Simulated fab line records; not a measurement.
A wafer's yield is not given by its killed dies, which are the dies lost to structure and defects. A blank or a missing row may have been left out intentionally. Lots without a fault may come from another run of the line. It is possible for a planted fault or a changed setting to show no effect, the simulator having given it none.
Split-lot trial + flow rit-cmos + 23 wafers read from 5 lots, route of 202 steps

## THE SPLIT ITSELF
At RIT_REOX_OXIDATION_03 (target thk 25.2 nm, ox time 5580 s), the setting ox-time-s was moved away from the recipe's 5580 s on 15 of the 23 wafers read, by -12.9% to +7.1%. For the rest of the wafers, this setting stayed at what the recipe calls for.

Reading taken at the split's own step.

## THE READING
SiO2_of_REOX_OXIDATION_03.thk-nm (the simulator's own value, which no gauge read), in nm, at RIT_REOX_OXIDATION_03 (target thk 25.2 nm, ox time 5580 s). There is no usual value for it anywhere in the file. Average 24.78 nm, standard deviation 0.42 nm, over the 8 wafers here run with the recipe.

| wafer  | tool, chamber at the split | ox-time-s as run, s | against the recipe | SiO2_of_REOX_OXIDATION_03.thk-nm, nm | against lot-mates on the recipe |
|--------|----------------------------|---------------------|--------------------|--------------------------------------|---------------------------------|
| L076.1 | -, -                       | 5201                | -6.8%              | 24.21                                | no lot-mate on the recipe       |
| L076.2 | -, -                       | 5201                | -6.8%              | 24.24                                | no lot-mate on the recipe       |
| L076.3 | -, -                       | 5201                | -6.8%              | 23.86                                | no lot-mate on the recipe       |
| L076.4 | -, -                       | 5201                | -6.8%              | 23.74                                | no lot-mate on the recipe       |
| L076.5 | -, -                       | 5201                | -6.8%              | 23.95                                | no lot-mate on the recipe       |
| L080.1 | -, -                       | 5580                | recipe             | 24.78                                | -                               |
| L080.2 | -, -                       | 5580                | recipe             | 25.28                                | -                               |
| L080.3 | -, -                       | 5580                | recipe             | 25.2                                 | -                               |
| L080.4 | -, -                       | 5580                | recipe             | 25.17                                | -                               |
| L080.6 | -, -                       | 5580                | recipe             | 24.92                                | -                               |
| L082.1 | furnace-04, 0              | 5580                | recipe             | 24.52                                | -                               |
| L082.2 | furnace-04, 0              | 5580                | recipe             | 24.24                                | -                               |
| L082.6 | furnace-04, 0              | 5580                | recipe             | 24.12                                | -                               |
| L083.1 | -, -                       | 5976                | +7.1%              | 25.53                                | no lot-mate on the recipe       |
| L083.2 | -, -                       | 5976                | +7.1%              | 25.65                                | no lot-mate on the recipe       |
| L083.4 | -, -                       | 5976                | +7.1%              | 25.56                                | no lot-mate on the recipe       |
| L083.5 | -, -                       | 5976                | +7.1%              | 25.92                                | no lot-mate on the recipe       |
| L083.6 | -, -                       | 5976                | +7.1%              | 25.63                                | no lot-mate on the recipe       |
| L084.1 | -, -                       | 4858                | -12.9%             | 23.68                                | no lot-mate on the recipe       |
| L084.2 | -, -                       | 4858                | -12.9%             | 23.59                                | no lot-mate on the recipe       |
| L084.3 | -, -                       | 4858                | -12.9%             | 23.59                                | no lot-mate on the recipe       |
| L084.4 | -, -                       | 4858                | -12.9%             | 23.68                                | no lot-mate on the recipe       |
| L084.5 | -, -                       | 4858                | -12.9%             | 23.37                                | no lot-mate on the recipe       |

THE FIT
A straight line over all 23 wafers: SiO2_of_REOX_OXIDATION_03.thk-nm changes by +0.105 nm for each +1% of ox-time-s; r = +0.93; the points scatter about the line by 0.3 nm.
Too few moved wafers with a lot-mate on the recipe to fit a line net of each lot's own level.

## THE FILE'S OWN FIT
SiO2_of_REOX_OXIDATION_03.thk-nm changes by +0.105 nm for each +1% of ox-time-s, r = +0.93.
